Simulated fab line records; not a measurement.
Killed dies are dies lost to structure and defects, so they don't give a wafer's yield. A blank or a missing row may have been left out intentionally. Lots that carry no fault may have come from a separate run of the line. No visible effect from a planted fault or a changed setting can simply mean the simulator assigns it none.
Struck lot and sound lot, side by side ; flow berkeley-cmos170 ; 15 out of 331 route steps
Sound: these wafers, L465.1, L465.3, L465.6. Wafers struck: L471.3, L471.4, L471.6. At the end, the cause is stated.
Each step with rows lists, per side, the tool, then ch with its chambers, then its first start. Under that, the readings that differ: sound wafers ; struck wafers ; difference of the means ; sigmas: that difference in standard deviations of wafers without a fault.
alike: a reading whose means differ by less than 2 such deviations, as well as words and numbers matching on both sides. not compared: withheld readings; readings where some wafer has no value; bounds like >300 that might hide an equal value; numbers whose values overlap and for which the record gives no deviation.
A row with sigmas, a row that says differs or no value, or rows on one side alone: a step with any of these is where the two part. Non-overlapping numbers with no deviation appear without sigmas and do not part them. Lack of a reading on every wafer of one side parts them only where that side has two or more wafers.

UCB170_SILICIDE_RS_MEAS_02: measurement is done with a four-point probe.
  sound: film-metro-02 at day 7 14:07; struck: film-metro-03 at day 8 14:16
  alike: SILICIDE_TI_RS
UCB170_SILICIDE_THK_MEAS_03: measures by xrf.
  sound: film-metro-02 at day 7 14:14; struck: film-metro-03 at day 8 14:22
  alike: SILICIDE_TI_THK
UCB170_SILICIDE_RTA_04: time 15 s.
  sound on rtp-anneal-01 ch 0, day 7 14:18; struck on rtp-anneal-02 ch 0, day 8 14:25
  alike: lamp-power-pct, wafer_temp_C_max
then, 3 steps without rows for these wafers: UCB170_SILICIDE_WET_ETCH_05 (etches Ti in SPM, time 45 s); UCB170_CONTACT_CLEAN_00 (cleans in SPM, time 600 s); UCB170_CONTACT_CVD_01 (deposits PSG from SiH4/O2/PH3, target thk 700 nm, time 2820 s).
UCB170_CONTACT_THK_MEAS_02:
  sound: film-metro-04 at day 7 16:21; struck: film-metro-01 at day 8 17:17
  alike: CONTACT_PSG_THK
then, 3 steps without rows for these wafers: UCB170_CONTACT_HMDS_03 (prime time 60 s); UCB170_CONTACT_COAT_04 (resist thk 900 nm); UCB170_CONTACT_SOFTBAKE_05 (time 60 s).
UCB170_CONTACT_STRIP_06: strips in O2.
  sound on plasma-asher-01 ch 1, day 7 16:52; struck on plasma-asher-01 ch 0,1, day 8 17:48
  alike: drypump-motor-current-A, oes-product-au, strip-time-to-endpoint-s
  not compared: rf-hours-counter-h
then, 1 step without rows for these wafers: UCB170_CONTACT_CLEAN_07 (cleans in SPM, time 600 s).
UCB170_CONTACT_RTA_08: time 10 s.
  sound on rtp-anneal-01 ch 0, day 7 17:08; struck on rtp-anneal-01 ch 0, day 8 18:18
  alike: lamp-power-pct, wafer_temp_C_max
next, for these wafers, 1 step has no rows: UCB170_CONTACT_COAT_09.
UCB170_M3_PROBE_99:
  the record holds rows for the sound wafers here (prober-02, day 8 14:08) but none for the struck ones

## WHERE THEY PART
Within this record, at UCB170_M3_PROBE_99 only.

WHY: what the simulator had put in
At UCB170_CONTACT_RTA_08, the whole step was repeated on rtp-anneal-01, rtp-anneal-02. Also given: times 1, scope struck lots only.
